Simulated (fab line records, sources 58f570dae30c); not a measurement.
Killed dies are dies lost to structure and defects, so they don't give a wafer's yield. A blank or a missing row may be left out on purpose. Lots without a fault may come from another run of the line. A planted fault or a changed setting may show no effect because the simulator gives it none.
Which tool did it? | flow berkeley_cmos170 | 15 lots, 45 wafers sampled, at 7 steps of a route of 331

WHAT THE GAUGES READ, wafer by wafer
UCB170_NLDD_CD_MEAS_06: target cd 1200 nm.
lot  | measured     | on        | cd_nm (nm)
L635 | day 7 18:18  | cd_sem-01 | 1199.8 1200.9 1199.7
L636 | day 7 18:34  | cd_sem-01 | 1200.1 1200.0 1198.7
L639 | day 8 06:04  | cd_sem-02 | 1199.3 1199.0 1200.7
L638 | day 8 07:10  | cd_sem-01 | 1199.9 1197.8 1198.9
L641 | day 8 06:31  | cd_sem-01 | 1199.6 1201.3 1200.6
L637 | day 8 07:41  | cd_sem-01 | 1199.2 1198.8 1199.4
L640 | day 8 07:31  | cd_sem-02 | 1201.4 1200.2 1201.6
L644 | day 8 22:41  | cd_sem-02 | 1199.4 1200.7 1200.1
L647 | day 9 19:17  | cd_sem-02 | 1202.1 1203.5 1204.0
L645 | day 9 19:37  | cd_sem-02 | 1201.0 1201.7 1200.8
L649 | day 10 05:49 | cd_sem-01 | 1198.3 1200.3 1201.0
L653 | day 10 11:48 | cd_sem-01 | 1199.7 1199.1 1200.8
L652 | day 10 12:15 | cd_sem-01 | 1198.6 1198.7 1198.6
L656 | day 11 02:52 | cd_sem-01 | 1202.0 1201.8 1201.9
L658 | day 11 18:59 | cd_sem-02 | 1200.6 1201.1 1200.1

UCB170_NSD_TW_MEAS_10.
lot  | measured     | on            | NSD_TW
L635 | day 8 02:38  | film_metro-02 | 4236 4212 4228
L636 | day 8 02:55  | film_metro-01 | 4151 4152 4148
L639 | day 8 15:49  | film_metro-03 | 4172 4138 4174
L638 | day 8 16:10  | film_metro-02 | 4232 4220 4215
L641 | day 8 16:03  | film_metro-01 | 4151 4151 4149
L637 | day 8 16:39  | film_metro-02 | 4186 4178 4184
L640 | day 8 16:25  | film_metro-01 | 4183 4157 4144
L644 | day 9 09:53  | film_metro-02 | 4194 4189 4181
L647 | day 10 05:22 | film_metro-01 | 4042 4013 4014
L645 | day 10 05:56 | film_metro-02 | 4088 4090 4054
L649 | day 10 15:55 | film_metro-02 | 4067 4102 4091
L653 | day 10 22:31 | film_metro-03 | 4174 4145 4152
L652 | day 10 23:08 | film_metro-02 | 4207 4216 4200
L656 | day 11 15:36 | film_metro-03 | 4178 4181 4166
L658 | day 12 04:49 | film_metro-03 | 4175 4143 4161

UCB170_SDANNEAL_RS_MEAS_03: measures by four-point-probe.
lot  | measured     | on            | NSD_RS (ohm/sq)
L635 | day 8 03:52  | film_metro-03 | 37.24 37.17 37.06
L636 | day 8 04:53  | film_metro-03 | 37.20 37.23 37.31
L639 | day 8 17:04  | film_metro-01 | 37.26 37.36 37.25
L638 | day 8 17:35  | film_metro-03 | 37.28 37.27 37.27
L641 | day 8 17:25  | film_metro-02 | 37.20 37.17 37.29
L637 | day 8 18:00  | film_metro-01 | 37.38 37.25 37.26
L640 | day 8 17:58  | film_metro-02 | 37.26 37.19 37.22
L644 | day 9 11:05  | film_metro-02 | 37.07 37.11 37.24
L647 | day 10 08:01 | film_metro-03 | 42.67 42.62 42.67
L645 | day 10 08:05 | film_metro-01 | 42.95 42.97 43.08
L649 | day 10 17:14 | film_metro-03 | 42.69 42.44 42.51
L653 | day 10 23:44 | film_metro-03 | 37.33 37.23 37.19
L652 | day 11 00:53 | film_metro-02 | 37.32 37.24 37.26
L656 | day 11 16:49 | film_metro-02 | 37.32 37.34 37.21
L658 | day 12 07:23 | film_metro-03 | 37.41 37.45 37.39

WHICH TOOL RAN EACH LOT (tool, then ch and the chambers of the sampled wafers, then the start)
lot  | UCB170_GATE_ETCH_14                | UCB170_NSD_IMPLANT_08           | UCB170_NSD_STRIP_09                  | UCB170_BACKSIDE_STRIP_03
L635 | rie_diel-01 ch 1,3, day 7 11:53    | implanter-04 ch 0, day 8 02:23  | plasma_asher-03 ch 0,1, day 8 02:32  | plasma_asher-02 ch 0,1, day 8 03:20
L636 | rie_diel-01 ch 0,1,2, day 7 12:10  | implanter-02 ch 0, day 8 02:41  | plasma_asher-04 ch 0,1, day 8 02:49  | plasma_asher-03 ch 0,1, day 8 04:20
L639 | rie_diel-01 ch 0,2,3, day 8 02:02  | implanter-04 ch 0, day 8 15:34  | plasma_asher-01 ch 0,1, day 8 15:43  | plasma_asher-03 ch 0,1, day 8 16:30
L638 | rie_diel-04 ch 1,2,3, day 8 02:16  | implanter-03 ch 0, day 8 15:55  | plasma_asher-03 ch 0,1, day 8 16:04  | plasma_asher-02 ch 0,1, day 8 16:55
L641 | rie_diel-02 ch 2,3, day 8 02:16    | implanter-02 ch 0, day 8 15:48  | plasma_asher-04 ch 1, day 8 15:57    | plasma_asher-01 ch 0,1, day 8 16:44
L637 | rie_diel-02 ch 0,1,3, day 8 02:32  | implanter-03 ch 0, day 8 16:24  | plasma_asher-04 ch 0,1, day 8 16:33  | plasma_asher-01 ch 0,1, day 8 17:27
L640 | rie_diel-01 ch 0,2,3, day 8 02:32  | implanter-04 ch 0, day 8 16:10  | plasma_asher-01 ch 0,1, day 8 16:19  | plasma_asher-03 ch 0,1, day 8 17:06
L644 | rie_diel-04 ch 0,3, day 8 18:26    | implanter-04 ch 0, day 9 09:38  | plasma_asher-03 ch 0,1, day 9 09:46  | plasma_asher-01 ch 0,1, day 9 10:33
L647 | rie_diel-04 ch 2,3, day 9 13:43    | implanter-04 ch 0, day 10 05:07 | plasma_asher-01 ch 0,1, day 10 05:16 | plasma_asher-03 ch 0,1, day 10 07:27
L645 | rie_diel-01 ch 0,1, day 9 13:52    | implanter-04 ch 0, day 10 05:44 | plasma_asher-04 ch 0,1, day 10 05:50 | plasma_asher-02 ch 0,1, day 10 07:20
L649 | rie_diel-02 ch 0,1,2, day 9 23:28  | implanter-04 ch 0, day 10 15:42 | plasma_asher-04 ch 0,1, day 10 15:50 | plasma_asher-01 ch 0,1, day 10 16:43
L653 | rie_diel-01 ch 1,2,3, day 10 07:13 | implanter-02 ch 0, day 10 22:16 | plasma_asher-01 ch 0,1, day 10 22:25 | plasma_asher-02 ch 0,1, day 10 23:13
L652 | rie_diel-04 ch 0,3, day 10 07:46   | implanter-02 ch 0, day 10 22:49 | plasma_asher-03 ch 0,1, day 10 22:56 | plasma_asher-03 ch 0, day 11 00:21
L656 | rie_diel-02 ch 0,1,3, day 10 22:53 | implanter-02 ch 0, day 11 15:21 | plasma_asher-04 ch 0, day 11 15:30   | plasma_asher-03 ch 0,1, day 11 16:18
L658 | rie_diel-04 ch 0,3, day 11 14:32   | implanter-03 ch 0, day 12 04:34 | plasma_asher-03 ch 0,1, day 12 04:43 | plasma_asher-02 ch 0,1, day 12 06:37
- UCB170_GATE_ETCH_14: etches BARC in N2/H2.
- UCB170_NSD_IMPLANT_08
- UCB170_NSD_STRIP_09: strips in O2.
- UCB170_BACKSIDE_STRIP_03: strips in O2.

WHAT THE TOOLS THEMSELVES READ (means of the sampled wafers that have a number; where no wafer has one, the mark that the record gives instead)
UCB170_GATE_ETCH_14.
lot  | tool        | drypump_motor_current_A (A) | n2_flow_sccm (sccm) | oes_product_au (a.u.) | throttle_valve_pct (%)
L635 | rie_diel-01 | 5.39                        | 100.36              | 1.014                 | 13.36
L636 | rie_diel-01 | 5.51                        | 100.06              | 1.000                 | 13.27
L639 | rie_diel-01 | 5.57                        | 100.08              | 1.000                 | 13.46
L638 | rie_diel-04 | 5.73                        | 99.94               | 1.002                 | 13.35
L641 | rie_diel-02 | 5.91                        | 100.04              | 0.993                 | 13.24
L637 | rie_diel-02 | 5.71                        | 100.13              | 1.004                 | 13.36
L640 | rie_diel-01 | 5.58                        | 100.04              | 1.002                 | 13.45
L644 | rie_diel-04 | 5.91                        | 99.84               | 0.999                 | 13.35
L647 | rie_diel-04 | 5.69                        | 99.84               | 0.998                 | 13.33
L645 | rie_diel-01 | 5.44                        | 99.76               | 1.020                 | 13.29
L649 | rie_diel-02 | 5.64                        | 100.13              | 1.009                 | 13.29
L653 | rie_diel-01 | 5.46                        | 100.34              | 1.001                 | 13.35
L652 | rie_diel-04 | 5.90                        | 100.07              | 0.999                 | 13.35
L656 | rie_diel-02 | 5.70                        | 100.24              | 1.003                 | 13.36
L658 | rie_diel-04 | 5.90                        | 99.81               | 1.003                 | 13.35

UCB170_NSD_IMPLANT_08.
lot  | tool         | beam_energy_keV | beam_on_s (s) | end_station_pressure_torr (Torr) | faraday_current_uA
L635 | implanter-04 | 39.981          | 10.18         | 1.19e-05                         | 9076
L636 | implanter-02 | 40.015          | 9.86          | 1.26e-05                         | 9375
L639 | implanter-04 | 39.997          | 10.01         | 1.17e-05                         | 9237
L638 | implanter-03 | 39.999          | 10.02         | 1.23e-05                         | 9259
L641 | implanter-02 | 40.007          | 10.00         | 1.28e-05                         | 9260
L637 | implanter-03 | 39.997          | 9.78          | 1.34e-05                         | 9455
L640 | implanter-04 | 39.998          | 10.10         | 1.32e-05                         | 9175
L644 | implanter-04 | 39.985          | 9.87          | 1.18e-05                         | 9362
L647 | implanter-04 | 39.987          | 7.79          | 1.29e-05                         | 11854
L645 | implanter-04 | 39.989          | 7.65          | 1.19e-05                         | 12092
L649 | implanter-04 | 40.003          | 7.56          | 1.31e-05                         | 12252
L653 | implanter-02 | 39.995          | 9.92          | 1.20e-05                         | 9337
L652 | implanter-02 | 39.994          | 10.32         | 1.25e-05                         | 8963
L656 | implanter-02 | 40.001          | 9.87          | 1.27e-05                         | 9370
L658 | implanter-03 | 40.002          | 10.14         | 1.25e-05                         | 9135

UCB170_NSD_STRIP_09.
lot  | tool            | drypump_motor_current_A (A) | oes_product_au (a.u.) | strip_time_to_endpoint_s (s)
L635 | plasma_asher-03 | 5.7                         | 0.532                 | 35.85
L636 | plasma_asher-04 | 5.5                         | 0.531                 | 35.85
L639 | plasma_asher-01 | 6.2                         | 0.530                 | 35.79
L638 | plasma_asher-03 | 5.7                         | 0.535                 | 35.78
L641 | plasma_asher-04 | 5.5                         | 0.532                 | 35.76
L637 | plasma_asher-04 | 5.5                         | 0.537                 | 35.85
L640 | plasma_asher-01 | 5.9                         | 0.528                 | 35.85
L644 | plasma_asher-03 | 5.7                         | 0.530                 | 35.98
L647 | plasma_asher-01 | 6.3                         | 0.557                 | 33.37
L645 | plasma_asher-04 | 5.5                         | 0.556                 | 33.30
L649 | plasma_asher-04 | 5.5                         | 0.558                 | 33.53
L653 | plasma_asher-01 | 6.3                         | 0.532                 | 35.85
L652 | plasma_asher-03 | 5.8                         | 0.532                 | 35.82
L656 | plasma_asher-04 | 5.5                         | 0.538                 | 35.76
L658 | plasma_asher-03 | 5.8                         | 0.533                 | 35.76

UCB170_BACKSIDE_STRIP_03.
lot  | tool            | drypump_motor_current_A (A) | oes_product_au (a.u.) | strip_time_to_endpoint_s (s)
L635 | plasma_asher-02 | 5.3                         | 0.731                 | 21.92
L636 | plasma_asher-03 | 5.8                         | 0.733                 | 21.99
L639 | plasma_asher-03 | 5.8                         | 0.734                 | 21.89
L638 | plasma_asher-02 | 5.8                         | 0.737                 | 22.04
L641 | plasma_asher-01 | 5.9                         | 0.736                 | 22.10
L637 | plasma_asher-01 | 5.9                         | 0.737                 | 21.93
L640 | plasma_asher-03 | 5.8                         | 0.738                 | 21.85
L644 | plasma_asher-01 | 6.3                         | 0.735                 | 22.05
L647 | plasma_asher-03 | 5.8                         | 0.736                 | 21.89
L645 | plasma_asher-02 | 5.3                         | 0.737                 | 21.92
L649 | plasma_asher-01 | 6.3                         | 0.738                 | 21.96
L653 | plasma_asher-02 | 5.9                         | 0.733                 | 21.93
L652 | plasma_asher-03 | 5.6                         | 0.734                 | 21.96
L656 | plasma_asher-03 | 5.8                         | 0.734                 | 21.91
L658 | plasma_asher-02 | 5.9                         | 0.732                 | 22.00

THE ANSWER, worked out from the rows above alone
Rule: what is usual is taken from the lots themselves. Put in order of their means at a reading, lots are off if they are a third of the lots or fewer, leave a main group of 4 or more, and stand apart from it by a gap of 3 or more times the standard deviation of the main group's means; of several such gaps the widest counts. A main group whose means are all the same, to the digits that the tables above print for the reading, isn't used. A lot without any number at a reading at which 4 lots or more have one is off too. The other lots that the step has rows for count as sound. The gauges are gone through in route order, then the tools' own readings, and for those a lot's mean is taken as printed above. The first step at which some lot is off is used, and at that step the reading that is off furthest; a lot without a number counts as furthest.
Off: L647, L645, L649, at UCB170_SDANNEAL_RS_MEAS_03 (NSD_RS). The main group: mean 37.26 ohm/sq, standard deviation 0.068.
A tool fits if, at a process step before that reading, it ran every lot that is off, and no sound lot after the first of them. The gauges at UCB170_SDANNEAL_RS_MEAS_03 aren't tried: what is off there is off at UCB170_NSD_IMPLANT_08 too, on other tools, and a gauge's error can't cause that. One fits: implanter-04 at UCB170_NSD_IMPLANT_08. Its last sound lot is L644 (day 9 09:38), its first lot that is off L647 (day 10 05:07): a fault that began between those two fits.
The tool's own readings at UCB170_NSD_IMPLANT_08 bear it out: on the lots that are off they differ by more than 5 times the standard deviation of the sound lots' means. beam_on_s reads 7.67 s there against 10.01 s on the sound lots; faraday_current_uA reads 12066 there against 9250 on the sound lots.

WHAT THE SIMULATOR HAD PUT IN
Process parameter drift: implanter-04, from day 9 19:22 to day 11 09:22, at UCB170_NSD_IMPLANT_08. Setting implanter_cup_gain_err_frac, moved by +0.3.
Lots struck among those shown: L647, L645, L649. The rule above found the same.
